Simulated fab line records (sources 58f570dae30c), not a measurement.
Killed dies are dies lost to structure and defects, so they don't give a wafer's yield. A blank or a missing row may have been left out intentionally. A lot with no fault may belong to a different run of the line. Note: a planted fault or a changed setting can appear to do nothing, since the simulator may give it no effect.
Which tool did it? + flow berkeley-cmos170 + 21 wafers from 7 lots sampled at 2 of the route's 331 steps

## WHAT THE GAUGES SHOWED, per wafer
UCB170_M2_CD_MEAS_15: target cd 700 nm.
| lot  | measured     | on        | cd-nm (nm)        |
|------|--------------|-----------|-------------------|
| L433 | day 9 05:44  | cd-sem-01 | 698.9 699.3 698.2 |
| L435 | day 9 03:55  | cd-sem-02 | 697.1 697.8 697.9 |
| L437 | day 9 12:34  | cd-sem-01 | 699.6 700.2 700.7 |
| L440 | day 9 20:46  | cd-sem-01 | 699.3 700.4 700.6 |
| L442 | day 10 11:52 | cd-sem-02 | 703.5 703.1 702.3 |
| L450 | day 12 05:41 | cd-sem-01 | 700.2 699.6 700.7 |
| L455 | day 12 23:31 | cd-sem-02 | 699.4 701.0 700.7 |

## WHAT TOOL EACH LOT RAN ON (gives the tool, then ch and the chambers of the sampled wafers, and finally the start)
| lot  | UCB170_CONTACT_RTA_08            |
|------|----------------------------------|
| L433 | rtp-anneal-02 ch 0, day 8 16:17  |
| L435 | rtp-anneal-01 ch 0, day 8 14:23  |
| L437 | rtp-anneal-02 ch 0, day 9 01:22  |
| L440 | rtp-anneal-01 ch 0, day 9 07:58  |
| L442 | rtp-anneal-02 ch 0, day 10 00:09 |
| L450 | rtp-anneal-02 ch 0, day 11 17:25 |
| L455 | rtp-anneal-01 ch 0, day 12 08:47 |
- UCB170_CONTACT_RTA_08: time 10 s.

## THE ANSWER, worked out from the rows above alone
Rule: the usual values come from the lots themselves. The widest of any qualifying gaps counts: lots, ordered by their means at a reading, are off when they make up no more than a third of the lots, leave a main group of 4 or more, and stand apart from it by 3 or more times the standard deviation of that group's means. A main group is skipped when, at the precision printed for the reading in the tables above, its means are all equal. Also off: a lot with no number at a reading for which 4 or more lots have one. All remaining lots with rows at the step are treated as sound.
None of the lots is off at any reading shown; this tells nothing.

## WHAT THE SIMULATOR HAD INSERTED
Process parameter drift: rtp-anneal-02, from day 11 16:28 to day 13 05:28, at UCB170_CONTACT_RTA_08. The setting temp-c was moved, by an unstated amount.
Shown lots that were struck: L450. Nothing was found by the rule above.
